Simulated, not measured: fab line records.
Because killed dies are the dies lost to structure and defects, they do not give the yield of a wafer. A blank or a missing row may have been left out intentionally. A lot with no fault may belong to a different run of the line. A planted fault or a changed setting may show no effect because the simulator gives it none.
Which tool is to blame?	flow berkeley-cmos170	14 lots with 42 wafers sampled at 3 steps, on a route of 331 steps

WHAT EACH GAUGE READ, for each wafer
UCB170_ACTIVE_THK_MEAS_06. Usual: for ACTIVE_NITRIDE_THK the level is 219.8 nm and the standard deviation is 2.2.
lot	measured	on	ACTIVE_NITRIDE_THK (nm)	flag
L407	day 4 17:26	film-metro-03	218.7 217.2 216.3	
L409	day 5 17:43	film-metro-03	221.4 218.8 219.5	
L412	day 5 17:45	film-metro-02	220.6 219.5 219.9	
L413	day 5 17:46	film-metro-03	221.4 218.7 220.2	
L411	day 5 17:46	film-metro-01	218.5 217.0 216.1	
L414	day 6 08:14	film-metro-02	219.4 219.3 218.1	
L416	day 6 19:46	film-metro-02	217.3 216.8 216.1	
L423	day 8 04:05	film-metro-01	220.2 219.5 220.3	
L426	day 8 15:58	film-metro-03	221.1 222.4 223.2	
L427	day 8 15:58	film-metro-02	222.6 223.0 223.3	
L424	day 8 15:59	film-metro-01	220.3 221.7 219.5	
L425	day 9 02:18	film-metro-01	222.4 224.1 225.2	
L428	day 9 10:08	film-metro-03	220.0 222.5 222.1	
L429	day 9 20:49	film-metro-01	216.6 216.9 215.1	

UCB170_PFIELD_OVL_MEAS_06. Usual: for PFIELD_OVL the level is -1 nm and the standard deviation is 5.4.
lot	measured	on	PFIELD_OVL (nm)	flag
L407	day 5 00:04	overlay-02	-1 6 7	
L409	day 5 23:35	overlay-01	1 9 3	
L412	day 6 00:02	overlay-02	3 -4 -3	
L413	day 5 23:53	overlay-02	-5 -2 4	
L411	day 6 00:10	overlay-02	-5 -1 4	
L414	day 6 12:02	overlay-02	-4 -1 -5	
L416	day 6 22:17	overlay-02	-1 1 -6	
L423	day 8 10:46	overlay-01	-9 -7 -9	
L426	day 8 19:37	overlay-01	-1 2 -3	
L427	day 8 19:29	overlay-02	-5 -8 -3	
L424	day 8 19:04	overlay-02	-10 5 -6	
L425	day 9 09:42	overlay-02	-2 2 2	
L428	day 9 13:28	overlay-01	0 -4 0	
L429	day 10 02:18	overlay-02	-3 -3 2	

UCB170_FIELD_THK_MEAS_90. Usual: for FIELD_OXIDE_LEFT_1_THK the level is 446 nm and the standard deviation is 9.3.
lot	measured	on	FIELD_OXIDE_LEFT_1_THK (nm)	flag
L407	day 5 14:26	film-metro-04	443 450 450	
L409	day 6 15:22	film-metro-03	447 446 449	
L412	day 6 15:21	film-metro-04	452 454 458	
L413	day 6 15:22	film-metro-02	448 452 459	
L411	day 6 15:26	film-metro-02	446 440 442	
L414	day 7 07:26	film-metro-03	456 449 450	
L416	day 7 14:59	film-metro-03	454 465 458	
L423	day 9 07:29	film-metro-04	448 447 443	
L426	day 9 13:17	film-metro-03	437 445 446	
L427	day 9 13:17	film-metro-02	432 435 440	
L424	day 9 13:17	film-metro-04	455 451 453	
L425	day 10 05:10	film-metro-02	454 451 448	
L428	day 10 05:10	film-metro-04	438 429 441	
L429	day 10 19:32	film-metro-04	431 424 431	

TOOL THAT RAN EACH LOT (tool first, then ch and the chambers of the sampled wafers, then the start)
Record: no process step prior to these readings.

WHAT THE TOOLS THEMSELVES READ (means of the sampled wafers that have a number; where no wafer has one, the mark that the record gives instead)
The record holds no such reading with a usual standard deviation.

THE ANSWER, worked out from the rows above alone
Rule: lot off if the mean of its wafers having a number is beyond 3 standard deviations from the usual mean. A lot without any number at a reading at which 4 lots or more have one is off too. Where the step has rows for the other lots, those lots are counted as sound. After the gauges, taken in route order, come the tools' own readings; for these a lot's mean is taken, as printed above. At the first step where some lot is off, the reading lying furthest off is the one used; lots without a number count as furthest.
Nothing can be told from this: no lot is off at any reading shown.

WHAT THE SIMULATOR PUT IN
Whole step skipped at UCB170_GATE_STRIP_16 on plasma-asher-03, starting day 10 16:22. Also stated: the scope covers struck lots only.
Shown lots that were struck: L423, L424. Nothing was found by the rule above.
